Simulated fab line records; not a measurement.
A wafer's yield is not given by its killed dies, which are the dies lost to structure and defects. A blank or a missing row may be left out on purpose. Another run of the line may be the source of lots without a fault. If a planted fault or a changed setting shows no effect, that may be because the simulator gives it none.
Comparing a struck lot with a sound one | flow berkeley_cmos170 | 14 out of 331 route steps
Sound: wafers L652.3, L652.4, L652.6. Wafers struck: L645.3, L645.4, L645.6. The cause is given at the end.
At each step with rows: each side's tool, then ch and its chambers, then its first start. Under that, the readings that differ: sound wafers | struck wafers | difference of the means | sigmas: that difference in standard deviations of wafers without a fault.
alike: same words and numbers on both sides, and readings whose means sit less than 2 such deviations apart. not compared: any withheld reading, any reading some wafer has no value for, any bound like >300 that may hide the same value, and any number with overlapping values for which the record gives no deviation.
The two part at a step that has a row with sigmas, a row that says differs or no value, or rows on one side only. When numbers do not overlap yet have no deviation, they are printed without sigmas and do not part them. A reading missing from all wafers of one side parts the sides only when that side holds two or more wafers.

first, 1 step without rows for these wafers: UCB170_CONTACT_CVD_01 (deposits PSG from SiH4/O2/PH3, target thk 700 nm, time 2820 s).
UCB170_CONTACT_THK_MEAS_02:
  sound: film_metro-02 at day 10 08:32; struck: film_metro-02 at day 9 03:01
  alike: CONTACT_PSG_THK
then, 3 steps without rows for these wafers: UCB170_CONTACT_HMDS_03 (prime time 60 s); UCB170_CONTACT_COAT_04 (resist thk 900 nm); UCB170_CONTACT_SOFTBAKE_05 (time 60 s).
UCB170_CONTACT_STRIP_06: strips in O2.
  sound on plasma_asher-04 ch 0,1, day 10 09:11; struck on plasma_asher-03 ch 0,1, day 9 03:47
  alike: drypump_motor_current_A, oes_product_au, strip_time_to_endpoint_s
  not compared: rf_hours_counter_h
then, 1 step without rows for these wafers: UCB170_CONTACT_CLEAN_07 (cleans in SPM, time 600 s).
UCB170_CONTACT_RTA_08: time 10 s.
  sound on rtp_anneal-02 ch 0, day 10 09:41; struck on rtp_anneal-01 ch 0, day 9 04:04
  reading            | sound          | struck         | difference | sigmas
  lamp_power_pct (%) | 25.6 25.7 25.7 | 26.9 26.9 26.9 | +1.2       | +2
  alike: wafer_temp_C_max
then, 4 steps without rows for these wafers: UCB170_CONTACT_COAT_09; UCB170_CONTACT_COAT_10 (resist thk 900 nm); UCB170_CONTACT_SOFTBAKE_11 (time 60 s); UCB170_CONTACT_EXPOSE_12 (exposes mask CONT, target cd 700 nm).
UCB170_CONTACT_PEB_13:
  struck on litho_track-04, day 9 05:32; sound on litho_track-02 ch 0, day 10 10:22
  no value came back on the struck wafers for chill_plate_temp_C (C), exhaust_pa (Pa), heater_power_total_W (W); on the sound wafers chill_plate_temp_C (C) reads 22.85 23.11 23.04
then, 1 step without rows for these wafers: UCB170_CONTACT_DEVELOP_14 (develop time 45 s).

== WHERE THEY PART ==
Last at UCB170_CONTACT_PEB_13 as far as this record goes, first at UCB170_CONTACT_RTA_08.

WHY: the cause the simulator had injected
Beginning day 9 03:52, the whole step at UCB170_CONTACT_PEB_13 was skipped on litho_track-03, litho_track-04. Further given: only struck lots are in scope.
